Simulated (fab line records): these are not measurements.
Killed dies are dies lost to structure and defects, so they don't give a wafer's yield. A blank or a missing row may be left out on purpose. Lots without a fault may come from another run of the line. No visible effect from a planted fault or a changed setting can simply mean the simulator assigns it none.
Struck lot and sound lot, side by side	flow berkeley-cmos170	43 out of 331 route steps
Sound: wafers L899.2, L899.3, L899.5. Wafers L905.1, L905.5, L905.6 were the ones struck. At the end, the cause is stated.
Each step with rows lists, per side, the tool, then ch with its chambers, then its first start. Under that, the readings that differ: sound wafers	struck wafers	difference of the means	sigmas: that difference in standard deviations of wafers without a fault.
alike: readings with means less than 2 such deviations apart, plus words and numbers identical on both sides. not compared: withheld readings, readings lacking a value on some wafer, bounds such as >300 that could conceal the same value, and numbers that have no deviation in the record and whose values overlap.
A row with sigmas, a row that says differs or no value, or rows on one side alone: a step with any of these is where the two part. Numbers that have no deviation but don't overlap get no sigmas and don't part them. A reading missing from all wafers of one side parts the sides only when that side holds two or more wafers.

first, 2 steps without rows for these wafers: UCB170_NSD_PEB_04; UCB170_NSD_DEVELOP_05 (develop time 45 s).
UCB170_NSD_CD_MEAS_06 targets a cd of 1200 nm.
  struck on cd-sem-01, day 12 05:28; sound on cd-sem-02, day 10 08:07
  alike: cd-nm
UCB170_NSD_OVL_MEAS_07:
  struck on overlay-02, day 12 05:35; sound on overlay-02, day 10 08:13
  alike: NSD_OVL
following that, these wafers have no rows for 1 step: UCB170_NSD_IMPLANT_08.
UCB170_NSD_STRIP_09: strips in O2.
  sound on plasma-asher-01 ch 0,1, day 10 08:24; struck on plasma-asher-03 ch 0,1, day 12 05:47
  alike: drypump-motor-current-A, oes-product-au, strip-time-to-endpoint-s
  not compared: rf-hours-counter-h
UCB170_NSD_TW_MEAS_10:
  struck on film-metro-02, day 12 05:53; sound on film-metro-04, day 10 08:31
  alike: NSD_TW
then, 4 steps without rows for these wafers: UCB170_NSD_CLEAN_11 (cleans in SPM, time 600 s); UCB170_BACKSIDE_HMDS_00 (prime time 60 s); UCB170_BACKSIDE_COAT_01 (resist thk 900 nm); UCB170_BACKSIDE_SOFTBAKE_02 (time 60 s).
UCB170_BACKSIDE_STRIP_03: strips in O2.
  sound on plasma-asher-02 ch 0,1, day 10 09:11; struck on plasma-asher-02 ch 0,1, day 12 06:38
  alike: drypump-motor-current-A, oes-product-au, strip-time-to-endpoint-s
  not compared: rf-hours-counter-h
UCB170_BACKSIDE_CLEAN_04: cleans in SPM, time 600 s.
  sound on wet-bench-03 ch 3, day 10 09:17; struck on wet-bench-03 ch 0, day 12 06:44
UCB170_SDANNEAL_RTA_00: time 10 s.
  sound on rtp-anneal-02 ch 0, day 10 09:28; struck on rtp-anneal-02 ch 0, day 12 06:55
  alike: lamp-power-pct, wafer_temp_C_max
then, 1 step without rows for these wafers: UCB170_SDANNEAL_RTA_01 (time 5 s).
UCB170_SDANNEAL_RS_MEAS_02: uses a four-point probe to measure.
  struck on film-metro-02, day 12 07:02; sound on film-metro-04, day 10 09:37
reading	sound	struck	difference	sigmas
PSD_RS (ohm/sq)	75.16 74.90 74.94	75.96 75.51 75.91	+0.79	+3
UCB170_SDANNEAL_RS_MEAS_03: uses a four-point probe to measure.
  struck on film-metro-02, day 12 07:10; sound on film-metro-04, day 10 09:44
  alike: NSD_RS
UCB170_SDANNEAL_RS_MEAS_04: uses a four-point probe to measure.
  struck on film-metro-02, day 12 07:17; sound on film-metro-04, day 10 09:51
  alike: PLDD_RS
UCB170_SDANNEAL_RS_MEAS_05: uses a four-point probe to measure.
  struck on film-metro-02, day 12 07:24; sound on film-metro-04, day 10 09:58
reading	sound	struck	difference	sigmas
NLDD_RS (ohm/sq)	613.7 611.6 613.6	616.5 618.8 617.8	+4.7	+3
then, 2 steps without rows for these wafers: UCB170_SILICIDE_PRE_CLEAN_00 (preclean etch time 60 s); UCB170_SILICIDE_SPUTTER_01 (material Ti, target thk 30 nm, time 25 s).
UCB170_SILICIDE_RS_MEAS_02: uses a four-point probe to measure.
  struck on film-metro-01, day 12 07:37; sound on film-metro-03, day 10 10:11
  alike: SILICIDE_TI_RS
UCB170_SILICIDE_THK_MEAS_03: measures by xrf.
  struck on film-metro-01, day 12 07:44; sound on film-metro-03, day 10 10:17
  alike: SILICIDE_TI_THK
UCB170_SILICIDE_RTA_04: time 15 s.
  sound on rtp-anneal-02 ch 0, day 10 10:22; struck on rtp-anneal-02 ch 0, day 12 07:48
  alike: lamp-power-pct, wafer_temp_C_max
then, 3 steps without rows for these wafers: UCB170_SILICIDE_WET_ETCH_05 (etches Ti in SPM, time 45 s); UCB170_CONTACT_CLEAN_00 (cleans in SPM, time 600 s); UCB170_CONTACT_CVD_01 (deposits PSG from SiH4/O2/PH3, target thk 700 nm, time 2820 s).
UCB170_CONTACT_THK_MEAS_02:
  struck on film-metro-03, day 12 11:03; sound on film-metro-03, day 10 12:26
  alike: CONTACT_PSG_THK
then, 5 steps without rows for these wafers: UCB170_CONTACT_HMDS_03 (prime time 60 s); UCB170_CONTACT_COAT_04 (resist thk 900 nm); UCB170_CONTACT_SOFTBAKE_05 (time 60 s); UCB170_CONTACT_STRIP_06 (strips in O2); UCB170_CONTACT_CLEAN_07 (cleans in SPM, time 600 s).
UCB170_CONTACT_RTA_08: time 10 s.
  sound on rtp-anneal-02 ch 0, day 10 13:29; struck on rtp-anneal-01 ch 0, day 12 11:50
reading	sound	struck	difference	sigmas
lamp-power-pct (%)	23.7 23.7 23.7	27.3 27.3 27.2	+3.6	+2
wafer_temp_C_max	903.0 902.2 903.0	904.5 904.7 904.9	+2.0	+2
then, 6 steps without rows for these wafers: UCB170_CONTACT_COAT_09; UCB170_CONTACT_COAT_10 (resist thk 900 nm); UCB170_CONTACT_SOFTBAKE_11 (time 60 s); UCB170_CONTACT_EXPOSE_12 (exposes mask CONT, target cd 700 nm); UCB170_CONTACT_PEB_13; UCB170_CONTACT_DEVELOP_14 (develop time 45 s).
UCB170_CONTACT_CD_MEAS_15 targets a cd of 700 nm.
  struck on cd-sem-01, day 12 13:01; sound on cd-sem-02, day 10 14:31
  alike: cd-nm
UCB170_CONTACT_OVL_MEAS_16:
  struck on overlay-02, day 12 13:08; sound on overlay-01, day 10 14:38
  alike: CONTACT_OVL
UCB170_M3_PROBE_99:
  only the struck wafers here have rows in the record (prober-01, day 14 02:23); the sound ones have none

## WHERE THEY PART
At UCB170_SDANNEAL_RS_MEAS_02 first; at UCB170_M3_PROBE_99 last (within this record only).

WHY: whatever the simulator had introduced
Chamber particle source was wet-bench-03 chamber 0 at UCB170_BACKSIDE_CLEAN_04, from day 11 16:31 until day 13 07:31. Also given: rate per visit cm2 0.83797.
